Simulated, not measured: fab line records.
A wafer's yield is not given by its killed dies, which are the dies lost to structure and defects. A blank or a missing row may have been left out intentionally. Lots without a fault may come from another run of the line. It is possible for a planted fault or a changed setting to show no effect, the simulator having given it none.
fab line records || flow rit_cmos
record: {"lots": 14, "wafers": 42, "last_day": 7}
route steps=202 shown PLDD@116 M1@202
lots with no fault: from the same line, run without faults
start_h: start of the lot's first displayed wafer, in hours after the record's first day || wait_h: time in hours since the lot's previous step || " repeats the value in the row above || L1.1+2: a single row standing in for several wafers || - no value present, or no start provided || * or withheld: withheld || < > ~ a bound
route shown NAME@n: NAME is a module with steps in the file, n the number in the route of the first one || usual: the fault-free wafers' mean and standard deviation || same: alike in all rows || chamber/n: place in a boat || sites: each site's reading || _std_site: the values' standard deviation || _edge_site: the outer-site mean with the inner-site mean subtracted || radius_mm: for every site, how far away it sits from the centre of the wafer || mask NAME#n: copy n || behind: the last tool/chamber to shape the wafer || hold: what put the lot on hold/how long, in hours/how the hold closed || device: whichever transistor did not switch (one of n, p or np) || end of line: tests run on the same wafers once the route is complete || a step with no rows: only its recipe || killed: not the wafer's yield, but the dies lost to structure and defects at the first sort || map: a wafer's dies, x killed, . not, _ none there
set.NAME: setting as actually run; set.NAME@STEP: the setting as run at that earlier step || model.NAME: the simulator's own value behind a step, which no gauge read
steps of the route over a sample of lots; a table a step, a row a wafer
== steps ==
step: RIT_PLDD_SOFTBAKE_02
recipe: {"resist": "NOVOLAK", "temp_c": 90, "time_s": 60}
usual: {"plate_temp_C": "89.96/0.13", "run_length_s": "89.18/0.21"}
{"lot.wafer": "L843.1", "tool": "litho_track-04", "chamber": 0, "start_h": 46.51, "wait_h": 0.1, "plate_temp_C": 90.14, "run_length_s": 89.37}
{"lot.wafer": "L843.3", "tool": "litho_track-04", "chamber": 0, "start_h": 46.51, "wait_h": 0.1, "plate_temp_C": 90.11, "run_length_s": 89.48}
{"lot.wafer": "L843.6", "tool": "litho_track-04", "chamber": 0, "start_h": 46.51, "wait_h": 0.1, "plate_temp_C": 90.15, "run_length_s": 89.54}
{"lot.wafer": "L844.1", "tool": "litho_track-02", "chamber": 0, "start_h": 48.94, "wait_h": 0.1, "plate_temp_C": 90.08, "run_length_s": 89.08}
{"lot.wafer": "L844.3", "tool": "litho_track-02", "chamber": 0, "start_h": 48.94, "wait_h": 0.1, "plate_temp_C": 89.94, "run_length_s": 89.30}
{"lot.wafer": "L844.6", "tool": "litho_track-02", "chamber": 0, "start_h": 48.94, "wait_h": 0.1, "plate_temp_C": 89.98, "run_length_s": 89.16}
{"lot.wafer": "L845.1", "tool": "litho_track-02", "chamber": 0, "start_h": 57.57, "wait_h": 0.1, "plate_temp_C": 90.03, "run_length_s": 89.01}
{"lot.wafer": "L845.5", "tool": "litho_track-02", "chamber": 0, "start_h": 57.57, "wait_h": 0.1, "plate_temp_C": 89.91, "run_length_s": 89.03}
{"lot.wafer": "L845.6", "tool": "litho_track-02", "chamber": 0, "start_h": 57.57, "wait_h": 0.1, "plate_temp_C": 89.86, "run_length_s": 89.22}
{"lot.wafer": "L848.1", "tool": "litho_track-01", "chamber": 0, "start_h": 69.38, "wait_h": 0.1, "plate_temp_C": 89.91, "run_length_s": 89.32}
{"lot.wafer": "L848.4", "tool": "litho_track-01", "chamber": 0, "start_h": 69.38, "wait_h": 0.1, "plate_temp_C": 90.17, "run_length_s": 88.90}
{"lot.wafer": "L848.5", "tool": "litho_track-01", "chamber": 0, "start_h": 69.38, "wait_h": 0.1, "plate_temp_C": 89.93, "run_length_s": 88.85}
{"lot.wafer": "L850.1", "tool": "litho_track-01", "chamber": 0, "start_h": 77.80, "wait_h": 0.1, "plate_temp_C": 89.85, "run_length_s": 89.06}
{"lot.wafer": "L850.4", "tool": "litho_track-01", "chamber": 0, "start_h": 77.80, "wait_h": 0.1, "plate_temp_C": 90.10, "run_length_s": 88.92}
{"lot.wafer": "L850.5", "tool": "litho_track-01", "chamber": 0, "start_h": 77.80, "wait_h": 0.1, "plate_temp_C": 89.80, "run_length_s": 89.10}
{"lot.wafer": "L851.3", "tool": "litho_track-02", "chamber": 0, "start_h": 85.72, "wait_h": 0.1, "plate_temp_C": 89.95, "run_length_s": 98.38}
{"lot.wafer": "L851.4", "tool": "litho_track-02", "chamber": 0, "start_h": 85.72, "wait_h": 0.1, "plate_temp_C": 89.65, "run_length_s": 98.38}
{"lot.wafer": "L851.6", "tool": "litho_track-02", "chamber": 0, "start_h": 85.72, "wait_h": 0.1, "plate_temp_C": 89.98, "run_length_s": 98.66}
{"lot.wafer": "L852.1", "tool": "litho_track-02", "chamber": 0, "start_h": 93.23, "wait_h": 0.1, "plate_temp_C": 89.86, "run_length_s": 98.60}
{"lot.wafer": "L852.2", "tool": "litho_track-02", "chamber": 0, "start_h": 93.23, "wait_h": 0.1, "plate_temp_C": 90.02, "run_length_s": 98.40}
{"lot.wafer": "L852.4", "tool": "litho_track-02", "chamber": 0, "start_h": 93.23, "wait_h": 0.1, "plate_temp_C": 90.11, "run_length_s": 98.49}
{"lot.wafer": "L853.2", "tool": "litho_track-04", "chamber": 0, "start_h": 96.41, "wait_h": 0.1, "plate_temp_C": 89.88, "run_length_s": 89.67}
{"lot.wafer": "L853.3", "tool": "litho_track-04", "chamber": 0, "start_h": 96.41, "wait_h": 0.1, "plate_temp_C": 89.96, "run_length_s": 89.34}
{"lot.wafer": "L853.6", "tool": "litho_track-04", "chamber": 0, "start_h": 96.41, "wait_h": 0.1, "plate_temp_C": 89.74, "run_length_s": 89.46}
{"lot.wafer": "L859.1", "tool": "litho_track-01", "chamber": 0, "start_h": 126.30, "wait_h": 0.1, "plate_temp_C": 89.97, "run_length_s": 89.00}
{"lot.wafer": "L859.4", "tool": "litho_track-01", "chamber": 0, "start_h": 126.30, "wait_h": 0.1, "plate_temp_C": 89.94, "run_length_s": 88.89}
{"lot.wafer": "L859.6", "tool": "litho_track-01", "chamber": 0, "start_h": 126.30, "wait_h": 0.1, "plate_temp_C": 90.05, "run_length_s": 88.85}
{"lot.wafer": "L860.1", "tool": "litho_track-01", "chamber": 0, "start_h": 129.47, "wait_h": 0.1, "plate_temp_C": 89.99, "run_length_s": 88.84}
{"lot.wafer": "L860.2", "tool": "litho_track-01", "chamber": 0, "start_h": 129.47, "wait_h": 0.1, "plate_temp_C": 89.92, "run_length_s": 89.01}
{"lot.wafer": "L860.5", "tool": "litho_track-01", "chamber": 0, "start_h": 129.47, "wait_h": 0.1, "plate_temp_C": 89.95, "run_length_s": 88.91}
{"lot.wafer": "L861.2", "tool": "litho_track-04", "chamber": 0, "start_h": 136.96, "wait_h": 0.1, "plate_temp_C": 89.90, "run_length_s": 89.35}
{"lot.wafer": "L861.5", "tool": "litho_track-04", "chamber": 0, "start_h": 136.96, "wait_h": 0.1, "plate_temp_C": 89.85, "run_length_s": 89.41}
{"lot.wafer": "L861.6", "tool": "litho_track-04", "chamber": 0, "start_h": 136.96, "wait_h": 0.1, "plate_temp_C": 89.99, "run_length_s": 89.29}
{"lot.wafer": "L863.1", "tool": "litho_track-01", "chamber": 0, "start_h": 146.66, "wait_h": 0.1, "plate_temp_C": 90.16, "run_length_s": 88.92}
{"lot.wafer": "L863.3", "tool": "litho_track-01", "chamber": 0, "start_h": 146.66, "wait_h": 0.1, "plate_temp_C": 90.15, "run_length_s": 89.14}
{"lot.wafer": "L863.6", "tool": "litho_track-01", "chamber": 0, "start_h": 146.66, "wait_h": 0.1, "plate_temp_C": 90.04, "run_length_s": 88.94}
{"lot.wafer": "L865.4", "tool": "litho_track-02", "chamber": 0, "start_h": 157.02, "wait_h": 0.1, "plate_temp_C": 90.12, "run_length_s": 89.19}
{"lot.wafer": "L865.5", "tool": "litho_track-02", "chamber": 0, "start_h": 157.02, "wait_h": 0.1, "plate_temp_C": 90.13, "run_length_s": 89.10}
{"lot.wafer": "L865.6", "tool": "litho_track-02", "chamber": 0, "start_h": 157.02, "wait_h": 0.1, "plate_temp_C": 90.20, "run_length_s": 89.02}
{"lot.wafer": "L866.2", "tool": "litho_track-01", "chamber": 0, "start_h": 163.48, "wait_h": 0.1, "plate_temp_C": 90.06, "run_length_s": 89.00}
{"lot.wafer": "L866.3", "tool": "litho_track-01", "chamber": 0, "start_h": 163.48, "wait_h": 0.1, "plate_temp_C": 90.07, "run_length_s": 88.95}
{"lot.wafer": "L866.6", "tool": "litho_track-01", "chamber": 0, "start_h": 163.48, "wait_h": 0.1, "plate_temp_C": 90.03, "run_length_s": 88.89}
step: RIT_M1_PROBE_99
usual: {"killed_at_M0_to_M3": "0.0/0.18", "killed_at_contacts": "0.1/0.32", "killed_at_front_end": "7/3", "killed_dies": "7/3.1", "killed_open": "3.3/1.8", "killed_short": "3.6/2"}
same: {"gross_dies": 264, "killed_at_M4_up": 0, "killed_at_back_side": 0, "killed_at_other": 0}
{"lot.wafer": "L861.2", "tool": "prober-01", "chamber": "-", "start_h": 152.62, "wait_h": 0.1, "killed_at_M0_to_M3": 0, "killed_at_contacts": 0, "killed_at_front_end": 8, "killed_dies": 8, "killed_open": 2, "killed_short": 6}
{"lot.wafer": "L861.5", "tool": "prober-01", "chamber": "-", "start_h": 152.77, "wait_h": 0.2, "killed_at_M0_to_M3": 0, "killed_at_contacts": 0, "killed_at_front_end": 3, "killed_dies": 3, "killed_open": 2, "killed_short": 1}
{"lot.wafer": "L861.6", "tool": "prober-01", "chamber": "-", "start_h": 152.82, "wait_h": 0.2, "killed_at_M0_to_M3": 0, "killed_at_contacts": 0, "killed_at_front_end": 7, "killed_dies": 7, "killed_open": 3, "killed_short": 4}
{"lot.wafer": "L865.4", "tool": "prober-01", "chamber": "-", "start_h": 174.29, "wait_h": 0.2, "killed_at_M0_to_M3": 0, "killed_at_contacts": 0, "killed_at_front_end": 7, "killed_dies": 7, "killed_open": 2, "killed_short": 4}
{"lot.wafer": "L865.5", "tool": "prober-01", "chamber": "-", "start_h": 174.34, "wait_h": 0.2, "killed_at_M0_to_M3": 0, "killed_at_contacts": 0, "killed_at_front_end": 9, "killed_dies": 9, "killed_open": 5, "killed_short": 4}
{"lot.wafer": "L865.6", "tool": "prober-01", "chamber": "-", "start_h": 174.39, "wait_h": 0.2, "killed_at_M0_to_M3": 0, "killed_at_contacts": 0, "killed_at_front_end": 6, "killed_dies": 6, "killed_open": 4, "killed_short": 2}
{"lot.wafer": "L866.2", "tool": "prober-02", "chamber": "-", "start_h": 178.62, "wait_h": 0.1, "killed_at_M0_to_M3": 0, "killed_at_contacts": 0, "killed_at_front_end": 7, "killed_dies": 7, "killed_open": 2, "killed_short": 5}
{"lot.wafer": "L866.3", "tool": "prober-02", "chamber": "-", "start_h": 178.67, "wait_h": 0.2, "killed_at_M0_to_M3": 0, "killed_at_contacts": 0, "killed_at_front_end": 10, "killed_dies": 10, "killed_open": 5, "killed_short": 5}
{"lot.wafer": "L866.6", "tool": "prober-02", "chamber": "-", "start_h": 178.82, "wait_h": 0.2, "killed_at_M0_to_M3": 0, "killed_at_contacts": 0, "killed_at_front_end": 12, "killed_dies": 12, "killed_open": 5, "killed_short": 7}
killed by level:class
L861.2 FOX1:geometric_particle:short=2 GATE:geometric_particle:open=2 SPACER:geometric_particle:short=2 FOX2:geometric_particle:short=1 GATE:geometric_particle:short=1
L861.5 SPACER:geometric_particle:open=2 SPACER:geometric_particle:short=1
L861.6 FOX1:geometric_particle:short=2 FOX1:geometric_particle:open=1 FOX2:geometric_particle:open=1 GATE:geometric_particle:open=1 REOX:geometric_particle:short=1 SPACER:geometric_particle:short=1
L865.4 SPACER:geometric_particle:short=3 ACTIVE:geometric_particle:open=1 FOX1:geometric_particle:short=1 GATE:geometric_particle:open=1 PRETRO:coat_microbubble_printed=1
L865.5 REOX:geometric_particle:open=3 FOX1:geometric_particle:short=1 FOX1:geometric_particle:open=1 FOX2:geometric_particle:short=1 GATE:geometric_particle:short=1 GATE:geometric_particle:open=1 REOX:geometric_particle:short=1
L865.6 SPACER:geometric_particle:open=2 FOX1:geometric_particle:open=1 FOX1:geometric_particle:short=1 GATE:geometric_particle:short=1 SILICIDE:geometric_particle:open=1
L866.2 GATE:geometric_particle:short=4 SPACER:geometric_particle:open=1 SILICIDE:geometric_particle:short=1 SILICIDE:geometric_particle:open=1
L866.3 GATE:geometric_particle:open=4 FOX1:geometric_particle:short=2 GATE:geometric_particle:short=2 REOX:geometric_particle:short=1 REOX:geometric_particle:open=1
L866.6 FOX1:geometric_particle:short=4 GATE:geometric_particle:open=2 FOX1:geometric_particle:open=1 FOX2:geometric_particle:short=1 GATE:geometric_particle:short=1 REOX:geometric_particle:open=1 SPACER:geometric_particle:short=1 SILICIDE:geometric_particle:open=1
== key ==
first_sign: {"step": "RIT_PLDD_SOFTBAKE_02", "reading": "run_length_s", "direction": "up", "sigmas": 44, "usual": "*", "struck": "*"}
effect none on later readings
met_at RIT_PLDD_SOFTBAKE_02
struck_lots L851,L852
tester_left_out L851,L852
onset_between 57.57 85.72
fault: {"kind": "process_parameter_drift", "tool": "litho_track-02", "chamber": "-", "onset_h": 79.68, "steps": "RIT_PLDD_SOFTBAKE_02", "channel": "time_s", "offset": "*", "shape": "step", "end_h": 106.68, "acts_in": "*", "stated": "*"}
tester_left_out: of these lots the tester's yield and bins aren't shown, on N5 and GAA mostly nor the transistor test; their killed dies are dies lost to structure and defects alone, not to doping, threshold or leakage, so they don't give the yield
